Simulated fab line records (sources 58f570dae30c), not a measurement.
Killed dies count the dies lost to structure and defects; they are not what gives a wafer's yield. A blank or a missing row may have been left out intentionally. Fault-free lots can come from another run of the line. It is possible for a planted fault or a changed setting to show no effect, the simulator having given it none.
fab line records    flow berkeley_cmos170    part 1 of 2: steps 1 to 25 of 34
[record] lots = 5  wafers = 15  last_day = 11
route steps=331 shown CONTACT@235 M1@238 V1@254
lots that met no fault: taken from a fault-free run of the same line
start_h: the number of hours between the record's first day and the start of the first shown wafer of the lot    wait_h: hours since the lot's step before    " the same as in the row above    L1.1+2: a single row standing in for several wafers    - no value, or no start given    * or withheld: withheld    < > ~ a bound
route shown NAME@n: names a module that has steps shown in the file, with the first one's number in the route    usual: the fault-free wafers' mean and standard deviation    same: alike in all rows    chamber/n: place in a boat    sites: readings site by site    _std_site: the standard deviation of these    _edge_site: inner sites' mean taken away from outer sites' mean    radius_mm: how far each site lies from the wafer's centre    mask NAME#n: copy n    behind: the tool/chamber that last shaped the wafer    hold: what put the lot on hold/how long, in hours/how the hold closed    device: the transistor (n, p or np) that didn't switch    end of line: the tests these same wafers got at the end of their route    a step without rows: its recipe alone    killed: dies that structure and defects cost at the first sort, which is not the same as the wafer's yield    map: a wafer's dies, marking killed ones x, the rest . and places with no die _
set.NAME: the setting the step ran with; set.NAME@STEP: the setting that earlier step ran with    model.NAME: the simulator's own value behind a step, which no gauge read
lots at selected steps of the route; one table per step, one row per wafer
services: when a tool's chamber went out of use (start_h, in hours from the record's first day, below 0 if earlier), for how many hours, and the reason
[[steps]]
[step UCB170_CONTACT_STRIP_19]
[recipe] chemistry = O2  power_w = 400  pressure_mtorr = 3500  platen_temp_c = withheld  o2_flow_sccm = 400  overash_fraction = 0.5
[usual] drypump_motor_current_A = 5.57/0.28  oes_product_au = 0.725/0.0044
lot.wafer  tool             chamber  start_h  wait_h  drypump_motor_current_A  oes_product_au  rf_hours_counter_h
L076.1     plasma_asher-01  0        150.86   -       5.01                     0.727           45
L076.2     "                1        "        "       5.65                     0.723           45
L076.5     "                0        "        "       5.01                     0.727           -
L080.4     plasma_asher-04  0        178.10   -       5.55                     0.721           -
L080.5     "                1        "        "       5.94                     0.720           -
L080.6     "                0        "        "       5.55                     0.729           -
L081.1     plasma_asher-04  0        185.42   -       5.54                     0.723           49
L081.3     "                1        "        "       5.93                     0.725           -
L081.6     "                0        "        "       5.54                     0.725           -
L087.2     plasma_asher-02  0        208.01   -       5.79                     0.719           44
L087.4     "                1        "        "       5.50                     0.720           -
L087.5     "                1        "        "       5.50                     0.727           -
L093.3     plasma_asher-02  1        248.22   -       5.51                     0.722           -
L093.4     "                0        "        "       5.80                     0.729           -
L093.6     "                1        "        "       5.52                     0.722           -
[step UCB170_CONTACT_CD_MEAS_90]
[recipe] target_cd_nm = 700
[usual] cd_nm = 700.3/1.5
lot.wafer  tool       chamber  start_h  wait_h  cd_nm
L076.1     cd_sem-01  -        150.96   0.1     700.4
L076.2     "          -        "        "       702.2
L076.5     "          -        "        "       700.0
L080.4     cd_sem-02  -        178.23   0.1     700.0
L080.5     "          -        "        "       699.7
L080.6     "          -        "        "       697.9
L081.1     cd_sem-01  -        185.52   0.1     700.6
L081.3     "          -        "        "       699.6
L081.6     "          -        "        "       700.2
L087.2     cd_sem-02  -        208.13   0.1     702.8
L087.4     "          -        "        "       701.2
L087.5     "          -        "        "       701.9
L093.3     cd_sem-02  -        248.40   0.1     702.6
L093.4     "          -        "        "       702.2
L093.6     "          -        "        "       704.5
[step UCB170_CONTACT_CLEAN_20]
[recipe] chemistry = SPM  temp_c = 120  time_s = 600
lot.wafer   tool          chamber  start_h  wait_h
L076.1+2+5  wet_bench-01  3        151.08   0.1
L080.4+5+6  wet_bench-03  2        178.29   0.0
L081.1+3+6  wet_bench-04  1        185.64   0.1
L087.2+4+5  wet_bench-04  2        208.23   0.1
L093.3+4+6  wet_bench-03  1        248.48   0.1
[step UCB170_M1_SPUTTER_00]
[recipe] material = Al  target_thk_nm = 600  time_s = 80  power_w = 6000  chamber_pressure_pa = 0.5
[usual] chamber_pressure_pa = 0.5000/0.00096  throttle_valve_pct = 30.0/0.6
lot.wafer  tool            chamber  start_h  wait_h  chamber_pressure_pa  throttle_valve_pct
L076.1     pvd_sputter-04  -        151.26   0.0     0.5015               30.4
L076.2     "               -        "        "       0.4998               30.4
L076.5     "               -        "        "       0.4984               30.6
L080.4     pvd_sputter-02  -        178.46   0.0     0.5003               30.3
L080.5     "               -        "        "       0.4996               30.3
L080.6     "               -        "        "       0.5003               28.9
L081.1     pvd_sputter-03  -        185.82   0.0     0.4996               29.4
L081.3     "               -        "        "       0.5003               30.3
L081.6     "               -        "        "       0.5004               29.6
L087.2     pvd_sputter-02  -        208.40   0.0     0.5008               31.1
L087.4     "               -        "        "       0.4995               29.4
L087.5     "               -        "        "       0.4989               30.2
L093.3     pvd_sputter-02  -        248.65   0.0     0.4988               30.3
L093.4     "               -        "        "       0.4993               29.9
L093.6     "               -        "        "       0.4991               29.3
[step UCB170_M1_RS_MEAS_01]
[recipe] thk_meas_gauge = four-point-probe  reads = Al_of_M1_SPUTTER_00
[usual] M1_AL_RS = 0.0484/0.00049
lot.wafer  tool           chamber  start_h  wait_h  M1_AL_RS[ohm/sq]
L076.1     film_metro-01  -        151.32   0.0     0.0491
L076.2     "              -        "        "       0.0485
L076.5     "              -        "        "       0.0488
L080.4     film_metro-01  -        178.58   0.1     0.0486
L080.5     "              -        "        "       0.0486
L080.6     "              -        "        "       0.0481
L081.1     film_metro-01  -        185.88   0.0     0.0483
L081.3     "              -        "        "       0.0479
L081.6     "              -        "        "       0.0479
L087.2     film_metro-01  -        208.49   0.1     0.0486
L087.4     "              -        "        "       0.0483
L087.5     "              -        "        "       0.0487
L093.3     film_metro-03  -        248.75   0.1     0.0489
L093.4     "              -        "        "       0.0488
L093.6     "              -        "        "       0.0487
[step UCB170_M1_THK_MEAS_02]
[recipe] thk_meas_gauge = xrf  reads = Al_of_M1_SPUTTER_00
[usual] M1_AL_THK = 601/6.6
lot.wafer  tool           chamber  start_h  wait_h  M1_AL_THK[nm]
L076.1     film_metro-01  -        151.44   0.1     589
L076.2     "              -        "        "       595
L076.5     "              -        "        "       594
L080.4     film_metro-01  -        178.67   0.1     593
L080.5     "              -        "        "       594
L080.6     "              -        "        "       602
L081.1     film_metro-01  -        186.00   0.1     597
L081.3     "              -        "        "       601
L081.6     "              -        "        "       602
L087.2     film_metro-01  -        208.60   0.1     601
L087.4     "              -        "        "       598
L087.5     "              -        "        "       601
L093.3     film_metro-03  -        248.85   0.1     602
L093.4     "              -        "        "       603
L093.6     "              -        "        "       600
[step UCB170_M1_COAT_03]
[recipe] resist = BARC  temp_c = withheld  time_s = withheld  spin_rpm = 3000  resist_thk_nm = withheld
[usual] resist_line_temp_C = *
lot.wafer  tool            chamber  start_h  wait_h  resist_line_temp_C
L076.1     litho_track-01  0        151.67   0.2     *
L076.2     "               0        "        "       *
L076.5     "               0        "        "       *
L080.4     litho_track-01  0        178.78   0.1     *
L080.5     "               0        "        "       *
L080.6     "               0        "        "       *
L081.1     litho_track-01  0        186.06   0.1     *
L081.3     "               0        "        "       *
L081.6     "               0        "        "       *
L087.2     litho_track-01  0        208.67   0.1     *
L087.4     "               0        "        "       *
L087.5     "               0        "        "       *
L093.3     litho_track-02  0        248.94   0.1     *
L093.4     "               0        "        "       *
L093.6     "               0        "        "       *
[step UCB170_M1_COAT_04]
[recipe] resist = KrF  spin_rpm = 1500  resist_thk_nm = 900
[usual] resist_line_temp_C = 23.01/0.11
lot.wafer  tool            chamber  start_h  wait_h  resist_line_temp_C
L076.1     litho_track-01  0        -        -       23.05
L076.2     "               0        "        "       23.14
L076.5     "               0        "        "       23.16
L080.4     litho_track-01  0        -        -       22.79
L080.5     "               0        "        "       23.02
L080.6     "               0        "        "       23.09
L081.1     litho_track-01  0        -        -       23.05
L081.3     "               0        "        "       22.94
L081.6     "               0        "        "       22.91
L087.2     litho_track-01  0        -        -       23.16
L087.4     "               0        "        "       22.92
L087.5     "               0        "        "       23.09
L093.3     litho_track-02  0        -        -       23.13
L093.4     "               0        "        "       23.03
L093.6     "               0        "        "       22.95
[step UCB170_M1_SOFTBAKE_05]
[recipe] resist = KrF  temp_c = 130  time_s = 60
[usual] resist_line_temp_C = 23.01/0.12
lot.wafer  tool            chamber  start_h  wait_h  resist_line_temp_C
L076.1     litho_track-01  0        -        -       23.09
L076.2     "               0        "        "       23.20
L076.5     "               0        "        "       23.11
L080.4     litho_track-01  0        -        -       22.90
L080.5     "               0        "        "       22.77
L080.6     "               0        "        "       22.97
L081.1     litho_track-01  0        -        -       23.15
L081.3     "               0        "        "       22.95
L081.6     "               0        "        "       23.08
L087.2     litho_track-01  0        -        -       22.91
L087.4     "               0        "        "       22.97
L087.5     "               0        "        "       22.89
L093.3     litho_track-02  0        -        -       22.92
L093.4     "               0        "        "       22.83
L093.6     "               0        "        "       23.06
[step UCB170_M1_EXPOSE_06]
[recipe] mask_id = METAL1  target_cd_nm = 700  na = 0.5  sigma_outer = 0.6  source_shape = conventional  dose_mj = 21
[usual] focus_offset_nm = 0.0/0.54
lot.wafer  tool            chamber  start_h  wait_h  mask      focus_offset_nm
L076.1     krf_scanner-02  0        152.27   -       METAL1#0  0.2
L076.2     "               0        "        "       METAL1#0  0.3
L076.5     "               0        "        "       METAL1#0  0.8
L080.4     krf_scanner-02  0        179.21   -       METAL1#0  -0.6
L080.5     "               0        "        "       METAL1#0  0.2
L080.6     "               0        "        "       METAL1#0  -0.4
L081.1     krf_scanner-02  0        186.51   -       METAL1#0  -0.4
L081.3     "               0        "        "       METAL1#0  -1.2
L081.6     "               0        "        "       METAL1#0  -0.6
L087.2     krf_scanner-02  0        209.11   -       METAL1#0  -0.7
L087.4     "               0        "        "       METAL1#0  0.1
L087.5     "               0        "        "       METAL1#0  -0.4
L093.3     krf_scanner-01  0        249.38   -       METAL1#0  -0.4
L093.4     "               0        "        "       METAL1#0  0.3
L093.6     "               0        "        "       METAL1#0  -0.4
[step UCB170_M1_PEB_07]
[recipe] peb_temp_c = 130.7  peb_time_s = withheld  resist = KrF
[usual] resist_line_temp_C = 23.00/0.11
lot.wafer  tool            chamber  start_h  wait_h  resist_line_temp_C
L076.1     litho_track-01  0        152.40   0.1     22.92
L076.2     "               0        "        "       23.05
L076.5     "               0        "        "       23.12
L080.4     litho_track-02  0        179.41   0.2     23.20
L080.5     "               0        "        "       23.04
L080.6     "               0        "        "       23.10
L081.1     litho_track-01  0        186.96   0.4     23.05
L081.3     "               0        "        "       23.01
L081.6     "               0        "        "       23.17
L087.2     litho_track-01  0        209.24   0.1     22.97
L087.4     "               0        "        "       23.10
L087.5     "               0        "        "       23.10
L093.3     litho_track-02  0        249.51   0.1     23.06
L093.4     "               0        "        "       22.91
L093.6     "               0        "        "       22.96
[step UCB170_M1_DEVELOP_08]
[recipe] developer = TMAH  develop_time_s = 45  resist = KrF  dev_temp_c = 21
[usual] resist_line_temp_C = 22.97/0.1
lot.wafer  tool            chamber  start_h  wait_h  resist_line_temp_C
L076.1     litho_track-01  0        -        -       22.98
L076.2     "               0        "        "       22.96
L076.5     "               0        "        "       23.00
L080.4     litho_track-02  0        -        -       23.15
L080.5     "               0        "        "       22.91
L080.6     "               0        "        "       22.96
L081.1     litho_track-01  0        -        -       23.13
L081.3     "               0        "        "       23.03
L081.6     "               0        "        "       22.92
L087.2     litho_track-01  0        -        -       23.16
L087.4     "               0        "        "       23.20
L087.5     "               0        "        "       23.07
L093.3     litho_track-02  0        -        -       22.96
L093.4     "               0        "        "       23.03
L093.6     "               0        "        "       22.91
[step UCB170_M1_CD_MEAS_09]
[recipe] target_cd_nm = 700
[usual] cd_nm = 700.4/1.6
lot.wafer  tool       chamber  start_h  wait_h  cd_nm
L076.1     cd_sem-01  -        152.67   -       699.6
L076.2     "          -        "        "       699.7
L076.5     "          -        "        "       700.6
L080.4     cd_sem-02  -        179.67   -       702.2
L080.5     "          -        "        "       703.2
L080.6     "          -        "        "       702.8
L081.1     cd_sem-02  -        187.23   -       698.2
L081.3     "          -        "        "       700.0
L081.6     "          -        "        "       699.0
L087.2     cd_sem-02  -        209.51   -       703.3
L087.4     "          -        "        "       703.4
L087.5     "          -        "        "       702.1
L093.3     cd_sem-02  -        249.78   -       701.6
L093.4     "          -        "        "       702.7
L093.6     "          -        "        "       701.0
[step UCB170_M1_OVL_MEAS_10]
[usual] M1_OVL = -3/4.8
lot.wafer  tool        chamber  start_h  wait_h  M1_OVL[nm]
L076.1     overlay-02  -        152.79   0.1     10
L076.2     "           -        "        "       3
L076.5     "           -        "        "       1
L080.4     overlay-02  -        179.75   0.1     3
L080.5     "           -        "        "       3
L080.6     "           -        "        "       5
L081.1     overlay-02  -        187.35   0.1     -2
L081.3     "           -        "        "       -5
L081.6     "           -        "        "       -4
L087.2     overlay-01  -        209.61   0.1     3
L087.4     "           -        "        "       5
L087.5     "           -        "        "       -4
L093.3     overlay-02  -        249.87   0.1     2
L093.4     "           -        "        "       -1
L093.6     "           -        "        "       4
[step UCB170_M1_ETCH_11]
[recipe] chemistry = N2/H2  target_depth_a = withheld  overetch_a = withheld  target = BARC  time_s = withheld  source_w = 500  bias_w = 100  pressure_mtorr = 30  n2_flow_sccm = 100  h2_flow_sccm = 200
[usual] drypump_motor_current_A = 5.5/0.39  h2_flow_sccm = 200.0/0.62  oes_product_au = 1.003/0.026  rf_fwd_power_W = 495.5/1.8  throttle_valve_pct = 13.28/0.16
lot.wafer  tool         chamber  start_h  wait_h  drypump_motor_current_A  h2_flow_sccm  oes_product_au  rf_fwd_power_W  throttle_valve_pct
L076.1     rie_diel-03  3        152.83   0.0     5.6                      201.0         1.032           494.7           13.44
L076.2     "            1        "        "       6.2                      199.8         1.032           495.7           13.38
L076.5     "            2        "        "       5.6                      200.6         1.024           496.4           13.35
L080.4     rie_diel-02  3        179.79   0.0     5.8                      200.4         1.045           492.7           13.43
L080.5     "            1        "        "       4.9                      200.8         1.034           495.7           13.22
L080.6     "            0        "        "       4.9                      199.4         1.007           496.8           13.40
L081.1     rie_diel-04  1        187.39   0.0     4.9                      199.2         0.972           495.6           13.37
L081.3     "            0        "        "       5.7                      200.7         0.990           495.3           13.08
L081.6     "            1        "        "       4.9                      199.8         0.970           496.6           13.39
L087.2     rie_diel-02  2        209.64   0.0     5.8                      199.9         0.991           495.8           13.30
L087.4     "            3        "        "       5.8                      200.5         1.041           492.8           13.44
L087.5     "            0        "        "       4.9                      199.4         1.004           497.6           13.40
L093.3     rie_diel-03  2        249.89   0.0     5.6                      199.9         1.025           495.9           13.35
L093.4     "            0        "        "       5.8                      199.0         1.022           494.7           12.86
L093.6     "            0        "        "       5.8                      198.7         1.022           495.4           12.85
[step UCB170_M1_METAL_ETCH_12]
[recipe] chemistry = Cl2/BCl3  target = Al  stop_on = PSG  pressure_mtorr = 12  target_depth_a = 7800  over_etch_frac = 0.3  time_s = 130  icp_w = 600  bias_w = 120  Cl2_flow_sccm = 90  bcl3_flow_sccm = 45
[usual] drypump_motor_current_A = 5.73/0.27  oes_product_au = 0.854/0.011  rf_fwd_power_W = 597.0/1.9  throttle_valve_pct = 24.52/0.18
lot.wafer  tool          chamber  start_h  wait_h  drypump_motor_current_A  oes_product_au  rf_fwd_power_W  rf_hours_counter_h  throttle_valve_pct
L076.1     rie_metal-01  1        152.87   -       6.15                     0.829           596.1           6                   24.33
L076.2     "             1        "        "       6.14                     0.841           598.2           -                   24.32
L076.5     "             1        "        "       6.19                     0.835           597.2           -                   24.32
L080.4     rie_metal-04  0        179.85   -       5.52                     0.865           595.6           -                   24.42
L080.5     "             0        "        "       5.54                     0.870           593.1           -                   24.44
L080.6     "             1        "        "       5.45                     0.850           599.2           -                   24.61
L081.1     rie_metal-02  0        187.43   -       5.96                     0.847           593.6           11                  24.71
L081.3     "             1        "        "       5.86                     0.862           597.8           -                   24.32
L081.6     "             0        "        "       5.96                     0.842           595.8           -                   24.71
L087.2     rie_metal-04  1        209.69   -       5.40                     0.848           595.3           9                   24.61
L087.4     "             0        "        "       5.52                     0.873           596.9           -                   24.41
L087.5     "             1        "        "       5.42                     0.859           598.4           -                   24.60
L093.3     rie_metal-02  1        249.98   -       5.86                     0.854           595.5           -                   24.31
L093.4     "             0        "        "       6.00                     0.853           597.0           -                   24.83
L093.6     "             0        "        "       6.02                     0.850           594.4           -                   24.83
[step UCB170_M1_STRIP_13]
[recipe] chemistry = O2  power_w = 400  pressure_mtorr = 3500  platen_temp_c = withheld  o2_flow_sccm = 400  overash_fraction = 0.5
[usual] drypump_motor_current_A = 5.7/0.41  oes_product_au = 0.720/0.0044
lot.wafer  tool             chamber  start_h  wait_h  drypump_motor_current_A  oes_product_au  rf_hours_counter_h
L076.1     plasma_asher-03  0        153.14   0.2     6.4                      0.719           2
L076.2     "                1        "        "       5.8                      0.723           2
L076.5     "                0        "        "       6.4                      0.715           -
L080.4     plasma_asher-01  1        179.98   0.1     5.6                      0.718           -
L080.5     "                1        "        "       5.7                      0.718           -
L080.6     "                0        "        "       5.0                      0.712           -
L081.1     plasma_asher-01  1        187.56   0.1     5.7                      0.723           49
L081.3     "                1        "        "       5.7                      0.717           -
L081.6     "                0        "        "       5.0                      0.723           -
L087.2     plasma_asher-01  0        209.82   0.1     5.0                      0.725           52
L087.4     "                0        "        "       5.0                      0.717           -
L087.5     "                0        "        "       5.0                      0.716           -
L093.3     plasma_asher-03  0        250.10   0.1     6.3                      0.717           -
L093.4     "                1        "        "       5.8                      0.720           -
L093.6     "                0        "        "       6.3                      0.729           -
[step UCB170_M1_CD_MEAS_90]
[recipe] target_cd_nm = 700
[usual] cd_nm = 701.9/2.8
lot.wafer  tool       chamber  start_h  wait_h  cd_nm
L076.1     cd_sem-01  -        153.24   0.1     699.7
L076.2     "          -        "        "       699.9
L076.5     "          -        "        "       700.8
L080.4     cd_sem-02  -        180.10   0.1     704.0
L080.5     "          -        "        "       706.1
L080.6     "          -        "        "       702.5
L081.1     cd_sem-01  -        187.66   0.1     695.8
L081.3     "          -        "        "       703.6
L081.6     "          -        "        "       697.3
L087.2     cd_sem-01  -        209.94   0.1     704.7
L087.4     "          -        "        "       706.9
L087.5     "          -        "        "       702.5
L093.3     cd_sem-01  -        250.21   0.1     706.4
L093.4     "          -        "        "       708.3
L093.6     "          -        "        "       705.6
[step UCB170_M1_ANNEAL_14]
[recipe] temp_c = 400  time_s = 1200  ambient = forming_gas
lot.wafer   tool  chamber  start_h  wait_h
L076.1+2+5  -     -        156.42   3.2
L080.4+5+6  -     -        183.08   3.0
L081.1+3+6  -     -        192.52   4.8
L087.2+4+5  -     -        215.69   5.7
L093.3+4+6  -     -        256.14   5.9
[step UCB170_V1_CVD_00]
[recipe] material = SiO2  target_thk_nm = 2000  temp_c = 390  precursor = TEOS/O2  time_s = 250  rf_w = 550  pressure_mtorr = 9000
[usual] heater_power_w = 283/50  rf_fwd_power_W = 548.4/1.7
lot.wafer  tool      chamber  start_h  wait_h  heater_power_w  rf_fwd_power_W
L076.1     pecvd-04  1        157.75   0.0     246             546.7
L076.2     "         2        "        "       242             547.4
L076.5     "         1        "        "       327             547.6
L080.4     pecvd-02  1        184.49   0.1     260             547.2
L080.5     "         0        "        "       224             549.1
L080.6     "         2        "        "       365             550.8
L081.1     pecvd-01  0        193.86   0.0     351             548.9
L081.3     "         2        "        "       246             549.9
L081.6     "         2        "        "       191             551.2
L087.2     pecvd-02  2        217.02   0.0     300             545.6
L087.4     "         0        "        "       226             548.8
L087.5     "         1        "        "       360             547.9
L093.3     pecvd-01  1        257.55   0.1     301             550.9
L093.4     "         0        "        "       352             549.6
L093.6     "         1        "        "       215             548.8
[step UCB170_V1_THK_MEAS_01]
[recipe] reads = SiO2_of_V1_CVD_00
[usual] V1_TEOS_THK = 2008/24
lot.wafer  tool           chamber  start_h  wait_h  V1_TEOS_THK[nm]
L076.1     film_metro-01  -        157.91   0.1     1971
L076.2     "              -        "        "       1952
L076.5     "              -        "        "       2008
L080.4     film_metro-04  -        184.60   0.0     2044
L080.5     "              -        "        "       2034
L080.6     "              -        "        "       2032
L081.1     film_metro-04  -        194.01   0.1     1986
L081.3     "              -        "        "       1936
L081.6     "              -        "        "       2012
L087.2     film_metro-02  -        217.19   0.1     2011
L087.4     "              -        "        "       2036
L087.5     "              -        "        "       2021
L093.3     film_metro-01  -        257.73   0.1     2019
L093.4     "              -        "        "       2000
L093.6     "              -        "        "       2017
[step UCB170_V1_CMP_02]
[recipe] material = SiO2  down_force_psi = 6  platen_rpm = 60  pad_velocity_m_s = 0.75398
[usual] edge_zone_pressure_frac = 1.000/0.0051  motor_current_A = 15.2/0.97  platen_rpm = 60.01/0.045
lot.wafer  tool    chamber  start_h  wait_h  edge_zone_pressure_frac  motor_current_A  platen_rpm
L076.2     cmp-01  1        158.27   0.3     1.006                    14.6             60.01
L076.1     "       0        "        "       1.008                    14.2             60.01
L076.5     "       2        "        "       0.990                    15.4             59.96
L080.4     cmp-01  0        184.78   0.2     1.002                    14.6             60.02
L080.6     "       1        "        "       0.995                    14.3             59.98
L080.5     "       2        "        "       0.990                    15.4             59.98
L081.1     cmp-01  0        194.07   0.1     1.010                    14.7             59.95
L081.3     "       1        "        "       1.004                    14.9             60.01
L081.6     "       1        "        "       1.000                    14.2             59.99
L087.4     cmp-01  1        217.24   0.0     1.001                    13.4             60.01
L087.2     "       2        "        "       1.000                    14.3             59.94
L087.5     "       2        "        "       1.005                    15.3             60.00
L093.3     cmp-02  1        257.82   0.1     0.994                    15.3             60.00
L093.4     "       3        "        "       0.993                    17.6             60.02
L093.6     "       1        "        "       1.004                    15.6             60.01
[step UCB170_V1_BOW_MEAS_03]
[recipe] mode = bow
[usual] V1_BOW = 19/6.7
lot.wafer  tool           chamber  start_h  wait_h  V1_BOW[um]
L076.1     film_metro-04  -        158.57   0.1     20
L076.2     "              -        "        "       16
L076.5     "              -        "        "       5
L080.4     film_metro-02  -        184.99   0.2     17
L080.5     "              -        "        "       25
L080.6     "              -        "        "       22
L081.1     film_metro-01  -        194.37   0.2     16
L081.3     "              -        "        "       14
L081.6     "              -        "        "       21
L087.2     film_metro-04  -        217.56   0.2     14
L087.4     "              -        "        "       20
L087.5     "              -        "        "       15
L093.3     film_metro-01  -        258.11   0.2     29
L093.4     "              -        "        "       0
L093.6     "              -        "        "       22
[step UCB170_V1_THK_MEAS_04]
[recipe] reads = SiO2_of_V1_CVD_00
[usual] V1_POLISHED_THK = 1000.0/1
lot.wafer  tool           chamber  start_h  wait_h  V1_POLISHED_THK[nm]
L076.1     film_metro-04  -        158.69   0.1     999.6
L076.2     "              -        "        "       998.9
L076.5     "              -        "        "       1000.7
L080.4     film_metro-02  -        185.08   0.1     999.9
L080.5     "              -        "        "       1000.0
L080.6     "              -        "        "       998.7
L081.1     film_metro-01  -        194.49   0.1     999.0
L081.3     "              -        "        "       998.7
L081.6     "              -        "        "       998.9
L087.2     film_metro-04  -        217.67   0.1     1000.4
L087.4     "              -        "        "       999.2
L087.5     "              -        "        "       1000.1
L093.3     film_metro-01  -        258.21   0.1     1000.6
L093.4     "              -        "        "       998.5
L093.6     "              -        "        "       999.3
[step UCB170_V1_CLEAN_05]
[recipe] chemistry = DIW
lot.wafer   tool          chamber  start_h  wait_h
L076.1+2+5  wet_bench-01  0        158.80   0.1
L080.4+5+6  wet_bench-02  1        185.32   0.2
L081.1+3+6  wet_bench-01  0        194.55   0.1
L087.2+4+5  wet_bench-02  2        217.88   0.2
L093.3+4+6  wet_bench-03  1        258.28   0.1
